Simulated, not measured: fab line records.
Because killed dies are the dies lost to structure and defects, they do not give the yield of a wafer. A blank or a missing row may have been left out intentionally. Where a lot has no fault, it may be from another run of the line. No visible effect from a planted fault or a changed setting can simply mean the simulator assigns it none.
Which tool did it? -- flow berkeleyCmos170 -- 42 wafers from 14 lots sampled at 6 of the route's 331 steps

== WHAT EACH GAUGE READ, for each wafer ==
UCB170_ACTIVE_OVL_MEAS_14. Usual: for ACTIVE_OVL the level is -3 nm and the standard deviation is 5.5.
lot,measured,on,ACTIVE_OVL (nm),flag
L668,day 4 19:27,overlay-01,0 -12 -2,
L667,day 4 19:47,overlay-01,-3 -3 -6,
L669,day 5 06:05,overlay-01,-9 -2 -12,
L671,day 5 06:12,overlay-02,-11 0 -6,
L670,day 5 06:27,overlay-01,4 9 3,
L672,day 5 23:58,overlay-01,0 -3 -8,
L675,day 6 09:25,overlay-02,-6 0 -5,
L680,day 7 06:02,overlay-01,4 -7 2,
L681,day 7 06:36,overlay-02,-5 -7 -7,
L683,day 8 11:00,overlay-01,4 6 6,
L686,day 8 20:35,overlay-02,-5 0 -4,
L687,day 9 05:10,overlay-01,-1 1 -9,
L689,day 9 16:58,overlay-02,-16 -7 -2,
L690,day 9 17:12,overlay-02,-13 -9 -9,

UCB170_PVT_TW_MEAS_09. Usual: for PVT_TW the level is 502.4 and the standard deviation is 2.5.
lot,measured,on,PVT_TW,flag
L668,day 6 08:01,filmMetro-03,503.7 505.4 504.1,
L667,day 6 06:58,filmMetro-04,499.5 497.8 498.6,
L669,day 6 21:57,filmMetro-01,504.7 507.0 505.1,
L671,day 6 21:16,filmMetro-04,499.7 499.3 500.1,
L670,day 6 21:33,filmMetro-01,506.0 508.7 506.4,
L672,day 7 12:00,filmMetro-01,499.0 497.8 496.7,
L675,day 7 21:36,filmMetro-03,500.9 505.3 502.4,
L680,day 9 14:45,filmMetro-01,29.7 29.7 29.8,OFF
L681,day 9 14:52,filmMetro-03,29.8 29.9 29.7,OFF
L683,day 10 07:56,filmMetro-03,502.3 502.4 503.6,
L686,day 10 07:40,filmMetro-01,500.5 499.3 498.3,
L687,day 10 22:15,filmMetro-03,500.4 499.0 502.3,
L689,day 11 14:58,filmMetro-04,503.3 503.1 503.0,
L690,day 11 14:44,filmMetro-03,506.8 505.5 505.4,

UCB170_M3_CD_MEAS_15: target cd 700 nm. Usual: cdNm at 699.6 nm, with a standard deviation of 1.5.
lot,measured,on,cdNm (nm),flag
L668,day 8 16:08,cdSem-02,700.3 700.0 698.6,
L667,day 8 14:10,cdSem-01,703.7 701.7 702.9,
L669,day 8 23:16,cdSem-01,700.2 699.9 700.6,
L671,day 8 20:13,cdSem-01,700.2 700.7 700.1,
L670,day 8 23:44,cdSem-02,698.8 699.0 698.7,
L672,day 9 23:02,cdSem-01,701.3 701.1 701.0,
L675,day 10 10:10,cdSem-02,697.6 695.5 697.8,
L680,day 11 14:27,cdSem-02,698.0 698.3 698.7,
L681,day 11 18:52,cdSem-02,699.5 700.7 700.5,
L683,day 12 21:35,cdSem-02,697.0 698.4 696.7,
L686,day 12 12:56,cdSem-02,697.8 700.4 699.0,
L687,day 12 21:17,cdSem-01,700.4 699.6 700.2,
L689,day 14 04:34,cdSem-01,701.3 698.3 700.3,
L690,day 13 13:26,cdSem-02,699.5 698.6 698.4,

== TOOL THAT RAN EACH LOT (tool first, then ch and the chambers of the sampled wafers, then the start) ==
lot,UCB170_NVT_STRIP_08,UCB170_PVT_STRIP_08,UCB170_CONTACT_ETCH_17
L668,"plasmaAsher-02 ch 0,1, day 6 05:29","plasmaAsher-01 ch 0,1, day 6 07:55","rieDiel-04 ch 0,1, day 7 23:57"
L667,"plasmaAsher-01 ch 0,1, day 6 04:48","plasmaAsher-02 ch 0,1, day 6 06:53","rieDiel-01 ch 0,1,2, day 7 23:52"
L669,"plasmaAsher-01 ch 0,1, day 6 19:44","plasmaAsher-03 ch 0, day 6 21:51","rieDiel-02 ch 2,3, day 8 08:41"
L671,"plasmaAsher-04 ch 0,1, day 6 19:23","plasmaAsher-01 ch 0,1, day 6 21:10","rieDiel-04 ch 0,2,3, day 8 06:13"
L670,"plasmaAsher-02 ch 0,1, day 6 19:37","plasmaAsher-02 ch 0,1, day 6 21:26","rieDiel-02 ch 1,2, day 8 06:49"
L672,"plasmaAsher-04 ch 0,1, day 7 07:28","plasmaAsher-02 ch 0,1, day 7 11:55","rieDiel-01 ch 0,3, day 9 07:47"
L675,"plasmaAsher-04 ch 0,1, day 7 19:49","plasmaAsher-01 ch 0,1, day 7 21:31","rieDiel-04 ch 0,2,3, day 9 16:14"
L680,"plasmaAsher-02 ch 0,1, day 9 11:07","plasmaAsher-03 ch 0,1, day 9 14:39","rieDiel-04 ch 2,3, day 10 23:33"
L681,"plasmaAsher-01 ch 0,1, day 9 10:57","plasmaAsher-02 ch 0,1, day 9 14:47","rieDiel-01 ch 0,1,2, day 11 01:41"
L683,"plasmaAsher-02 ch 0,1, day 10 05:30","plasmaAsher-03 ch 0,1, day 10 07:50","rieDiel-04 ch 1,3, day 12 00:38"
L686,"plasmaAsher-01 ch 0,1, day 10 05:14","plasmaAsher-02 ch 1, day 10 07:34","rieDiel-01 ch 1,2,3, day 11 19:53"
L687,"plasmaAsher-02 ch 1, day 10 17:14","plasmaAsher-03 ch 0,1, day 10 22:09","rieDiel-02 ch 0,2, day 12 06:04"
L689,"plasmaAsher-01 ch 0,1, day 11 13:20","plasmaAsher-02 ch 0,1, day 11 14:52","rieDiel-01 ch 0,1,3, day 13 11:52"
L690,"plasmaAsher-02 ch 0,1, day 11 13:04","plasmaAsher-03 ch 0,1, day 11 14:38","rieDiel-01 ch 1,2,3, day 12 21:18"
- UCB170_NVT_STRIP_08: strips in O2.
- UCB170_PVT_STRIP_08: strips in O2.
- UCB170_CONTACT_ETCH_17: etches BARC in N2/H2.

== WHAT THE TOOLS THEMSELVES READ (means of the sampled wafers that have a number; where no wafer has one, the mark that the record gives instead) ==
UCB170_NVT_STRIP_08. Usual: chamberPressureMTorr 3500 mTorr, standard deviation 3.3; drypumpMotorCurrentA 5.63 A, standard deviation 0.26; oesProductAu 0.735 a.u., standard deviation 0.0043; stripTimeToEndpointS 21.64 s, standard deviation 0.069.
lot,tool,chamberPressureMTorr (mTorr),drypumpMotorCurrentA (A),oesProductAu (a.u.),stripTimeToEndpointS (s),flag
L668,plasmaAsher-02,3505,5.94,0.734,21.61,
L667,plasmaAsher-01,3501,5.57,0.734,21.57,
L669,plasmaAsher-01,3501,5.57,0.735,21.76,
L671,plasmaAsher-04,3501,5.43,0.736,21.63,
L670,plasmaAsher-02,3499,5.94,0.733,21.58,
L672,plasmaAsher-04,3498,5.43,0.730,21.68,
L675,plasmaAsher-04,3503,5.49,0.734,21.64,
L680,plasmaAsher-02,-,-,-,-,OFF
L681,plasmaAsher-01,-,-,-,-,OFF
L683,plasmaAsher-02,3499,5.92,0.740,21.59,
L686,plasmaAsher-01,3500,5.59,0.734,21.61,
L687,plasmaAsher-02,3498,5.45,0.736,21.68,
L689,plasmaAsher-01,3499,5.55,0.738,21.61,
L690,plasmaAsher-02,3497,5.93,0.736,21.69,

UCB170_PVT_STRIP_08. Usual: chamberPressureMTorr 3500 mTorr, standard deviation 3.2; drypumpMotorCurrentA 5.8 A, standard deviation 0.44; oesProductAu 0.734 a.u., standard deviation 0.0045; stripTimeToEndpointS 21.59 s, standard deviation 0.067.
lot,tool,chamberPressureMTorr (mTorr),drypumpMotorCurrentA (A),oesProductAu (a.u.),stripTimeToEndpointS (s),flag
L668,plasmaAsher-01,3500,5.6,0.732,21.58,
L667,plasmaAsher-02,3503,5.9,0.734,21.62,
L669,plasmaAsher-03,3502,5.3,0.732,21.59,
L671,plasmaAsher-01,3500,5.6,0.733,21.57,
L670,plasmaAsher-02,3499,6.0,0.735,21.62,
L672,plasmaAsher-02,3501,5.7,0.736,21.65,
L675,plasmaAsher-01,3500,5.6,0.733,21.64,
L680,plasmaAsher-03,3498,5.6,0.737,47.76,OFF
L681,plasmaAsher-02,3502,6.0,0.739,47.72,OFF
L683,plasmaAsher-03,3498,6.0,0.736,21.55,
L686,plasmaAsher-02,3501,5.5,0.736,21.53,
L687,plasmaAsher-03,3499,6.0,0.730,21.64,
L689,plasmaAsher-02,3501,5.9,0.731,21.54,
L690,plasmaAsher-03,3502,5.6,0.738,21.64,

UCB170_CONTACT_ETCH_17. Usual: drypumpMotorCurrentA 5.65 A, standard deviation 0.25; oesProductAu 1.009 a.u., standard deviation 0.021; throttleValvePct 13.28 %, standard deviation 0.16.
lot,tool,drypumpMotorCurrentA (A),oesProductAu (a.u.),throttleValvePct (%),flag
L668,rieDiel-04,5.41,1.002,13.29,
L667,rieDiel-01,5.71,1.022,13.39,
L669,rieDiel-02,5.89,1.003,13.15,
L671,rieDiel-04,5.69,0.994,13.19,
L670,rieDiel-02,5.74,1.007,13.25,
L672,rieDiel-01,5.92,1.020,13.51,
L675,rieDiel-04,5.69,0.998,13.17,
L680,rieDiel-04,5.79,0.999,13.08,
L681,rieDiel-01,5.72,1.024,13.40,
L683,rieDiel-04,5.68,0.993,13.14,
L686,rieDiel-01,5.61,1.025,13.42,
L687,rieDiel-02,5.92,0.985,13.31,
L689,rieDiel-01,5.76,1.035,13.46,
L690,rieDiel-01,5.61,1.020,13.43,

== THE ANSWER, worked out from the rows above alone ==
Rule: take the mean of a lot's wafers that have a number; if it is more than 3 standard deviations from the usual mean, the lot is off. A lot without any number at a reading at which 4 lots or more have one is off too. Where the step has rows for the other lots, those lots are counted as sound. After the gauges, taken in route order, come the tools' own readings; for these a lot's mean is taken, as printed above. At the first step where some lot is off, the reading lying furthest off is the one used; lots without a number count as furthest.
Off: at UCB170_PVT_TW_MEAS_09 (PVT_TW), L680, L681.
A tool fits if, at a process step before that reading, it ran every lot that is off, and no sound lot after the first of them. Not tried: the gauges at UCB170_PVT_TW_MEAS_09; whatever is off there is also off at UCB170_NVT_STRIP_08, on other tools, and gauge error can't account for it. Not one of the candidates tried fits.

== WHAT THE SIMULATOR HAD INSERTED ==
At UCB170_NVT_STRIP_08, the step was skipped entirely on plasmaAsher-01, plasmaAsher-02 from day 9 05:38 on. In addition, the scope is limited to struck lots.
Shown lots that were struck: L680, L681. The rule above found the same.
